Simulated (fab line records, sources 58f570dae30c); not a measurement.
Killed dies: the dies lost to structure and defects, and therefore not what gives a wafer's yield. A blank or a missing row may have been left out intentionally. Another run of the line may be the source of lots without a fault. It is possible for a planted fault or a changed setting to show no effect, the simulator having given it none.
Which of the tools did it? ; flow berkeley cmos170 ; 7 lots, 21 wafers sampled, at 2 steps of a route of 331

## WHAT THE GAUGES SHOWED, per wafer
UCB170_M2_CD_MEAS_90 targets a cd of 700 nm.
lot;measured;on;cd nm (nm)
L148;day 9 05:55;cd sem-01;695 697 694
L151;day 9 10:05;cd sem-02;697 699 694
L152;day 9 20:28;cd sem-02;697 700 703
L158;day 10 20:31;cd sem-01;700 697 703
L162;day 11 14:56;cd sem-01;699 697 698
L163;day 12 15:17;cd sem-01;697 699 698
L169;day 13 08:47;cd sem-02;699 698 698

## WHAT TOOL EACH LOT RAN ON (gives the tool, then ch and the chambers of the sampled wafers, and finally the start)
lot;UCB170_PLDD_STRIP_10
L148;plasma asher-04 ch 0,1, day 7 22:56
L151;plasma asher-04 ch 0,1, day 8 04:11
L152;plasma asher-04 ch 0, day 8 15:42
L158;plasma asher-02 ch 0,1, day 9 15:44
L162;plasma asher-03 ch 0,1, day 10 05:43
L163;plasma asher-03 ch 0,1, day 11 04:38
L169;plasma asher-03 ch 0, day 12 02:07
- UCB170_PLDD_STRIP_10: strips in O2.

## THE ANSWER, worked out from the rows above alone
Rule: the usual values come from the lots themselves. Put in order of their means at a reading, lots are off if they are a third of the lots or fewer, leave a main group of 4 or more, and stand apart from it by a gap of 3 or more times the standard deviation of the main group's means; of several such gaps the widest counts. The tables above print the reading to a certain number of digits; a main group whose means all agree to those digits is not used. Also off: a lot with no number at a reading for which 4 or more lots have one. Where the step has rows for the other lots, those lots are counted as sound.
No lot is off on any of the readings shown, so nothing can be concluded from this.

## WHAT HAD BEEN PUT IN BY THE SIMULATOR
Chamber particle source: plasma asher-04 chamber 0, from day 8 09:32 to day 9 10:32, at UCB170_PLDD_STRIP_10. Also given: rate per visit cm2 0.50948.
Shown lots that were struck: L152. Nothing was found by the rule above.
